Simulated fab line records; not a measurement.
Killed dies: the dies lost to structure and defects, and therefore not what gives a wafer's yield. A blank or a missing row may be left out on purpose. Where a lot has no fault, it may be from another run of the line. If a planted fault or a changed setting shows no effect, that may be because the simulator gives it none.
Struck lot and sound lot, side by side    flow rit cmos    14 steps out of a route of 202
Sound: the wafers L449.1, L449.5, L449.6. Wafers struck: L469.1, L469.3, L469.4. Last of all comes the cause.
At each step with rows: each side's tool, then ch and its chambers, then its first start. Under that, the readings that differ: sound wafers    struck wafers    difference of the means    sigmas: that difference in standard deviations of wafers without a fault.
alike: same words and numbers on both sides, and readings whose means sit less than 2 such deviations apart. not compared: any withheld reading, any reading some wafer has no value for, any bound like >300 that may hide the same value, and any number with overlapping values for which the record gives no deviation.
Wherever a step has rows on one side only, a row that says differs or no value, or a row with sigmas, the two part there. When numbers do not overlap yet have no deviation, they are printed without sigmas and do not part them. A reading that every wafer of one side lacks parts them only if that side has two wafers or more.

first, 1 step without rows for these wafers: RIT_PWELL_DEVELOP_05 (develop time 68 s).
RIT_PWELL_OVL_MEAS_06:
  struck on overlay-02, day 6 10:12; sound on overlay-01, day 2 07:46
  alike: PWELL_OVL
then, 2 steps without rows for these wafers: RIT_PWELL_HARDBAKE_07 (time 120 s); RIT_PWELL_IMPLANT_08.
RIT_PWELL_STRIP_09: strips in O2, time 180 s.
  sound on plasma asher-01 ch 0,1, day 2 08:12; struck on plasma asher-02 ch 0,1, day 6 10:38
  alike: drypump motor current A
  not compared: rf hours counter h
RIT_PWELL_TW_MEAS_10:
  struck on film metro-03, day 6 10:49; sound on film metro-04, day 2 08:23
  alike: PWELL_TW
then, 1 step without rows for these wafers: RIT_WELLDRIVE_ANNEAL_00 (time 14700 s).
RIT_WELLDRIVE_RS_MEAS_01: a four-point-probe measurement.
  struck on film metro-02, day 6 18:11; sound on film metro-04, day 2 14:25
  alike: NWELL_RS
RIT_WELLDRIVE_RS_MEAS_02: a four-point-probe measurement.
  struck on film metro-02, day 6 18:18; sound on film metro-04, day 2 14:32
  alike: PWELL_RS
then, 3 steps without rows for these wafers: RIT_NRETRO_HMDS_00 (prime time 60 s); RIT_NRETRO_COAT_01 (resist thk 1300 nm); RIT_NRETRO_SOFTBAKE_02 (time 60 s).
RIT_NRETRO_EXPOSE_03: exposes mask M4, target cd 43900 nm.
  struck on iline stepper-02, day 6 19:11; sound on iline stepper-01 ch 0, day 2 15:14
  no value came back on the struck wafers for exposure dose mJ cm2, focus offset nm (nm); on the sound wafers exposure dose mJ cm2 reads 250.14 250.30 250.22
  alike: mask
next, for these wafers, 1 step has no rows: RIT_NRETRO_PEB_04.

## WHERE THEY PART
Within this record, at RIT_NRETRO_EXPOSE_03 only.

WHY: whatever the simulator had introduced
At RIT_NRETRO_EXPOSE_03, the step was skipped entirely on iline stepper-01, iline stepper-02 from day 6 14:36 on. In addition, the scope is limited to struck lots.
